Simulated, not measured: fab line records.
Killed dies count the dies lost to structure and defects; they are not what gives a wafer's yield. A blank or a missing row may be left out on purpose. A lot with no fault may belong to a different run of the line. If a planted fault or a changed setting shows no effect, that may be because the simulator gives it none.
What tool caused it?    flow rit-cmos    21 wafers from 7 lots sampled at 2 of the route's 202 steps

WHAT EACH GAUGE READ, for each wafer
RIT_M1_RS_MEAS_01: measures by four-point-probe.
lot   measured     on             M1_AL_RS (ohm/sq)
L296  day 3 18:22  film-metro-02  0.0719 0.0706 0.0704
L298  day 4 04:53  film-metro-01  0.0350 0.0350 0.0355
L300  day 4 12:32  film-metro-03  0.0364 0.0354 0.0353
L310  day 6 18:17  film-metro-01  0.0707 0.0716 0.0712
L312  day 6 23:59  film-metro-02  0.0718 0.0719 0.0716
L314  day 7 23:20  film-metro-02  0.0712 0.0713 0.0708
L317  day 8 07:22  film-metro-02  0.0725 0.0744 0.0728

WHICH TOOL RAN EACH LOT (tool, then ch and the chambers of the sampled wafers, then the start)
lot   RIT_M1_SPUTTER_00
L296  pvd-sputter-03, day 3 18:04
L298  pvd-sputter-03, day 4 04:07
L300  pvd-sputter-03, day 4 11:39
L310  pvd-sputter-03, day 6 17:57
L312  pvd-sputter-03, day 6 23:40
L314  pvd-sputter-03, day 7 23:02
L317  pvd-sputter-02, day 8 07:03
- RIT_M1_SPUTTER_00: material Al, target thk 400 nm, time 508 s.

THE ANSWER, worked out from the rows above alone
Rule: what is usual is taken from the lots themselves. The widest of any qualifying gaps counts: lots, ordered by their means at a reading, are off when they make up no more than a third of the lots, leave a main group of 4 or more, and stand apart from it by 3 or more times the standard deviation of that group's means. A main group is skipped when, at the precision printed for the reading in the tables above, its means are all equal. Also off: a lot with no number at a reading for which 4 or more lots have one. Where the step has rows for the other lots, those lots are counted as sound.
Off: L298, L300, at RIT_M1_RS_MEAS_01 (M1_AL_RS). Mean 0.0716 ohm/sq and standard deviation 0.00084 in the main group.
If a tool, at a process step before that reading, ran all the lots that are off and no sound lot after the first of them, it fits. Those tools and the gauges at RIT_M1_RS_MEAS_01 are tried in the same way. None of those tried fits.

WHAT HAD BEEN PUT IN BY THE SIMULATOR
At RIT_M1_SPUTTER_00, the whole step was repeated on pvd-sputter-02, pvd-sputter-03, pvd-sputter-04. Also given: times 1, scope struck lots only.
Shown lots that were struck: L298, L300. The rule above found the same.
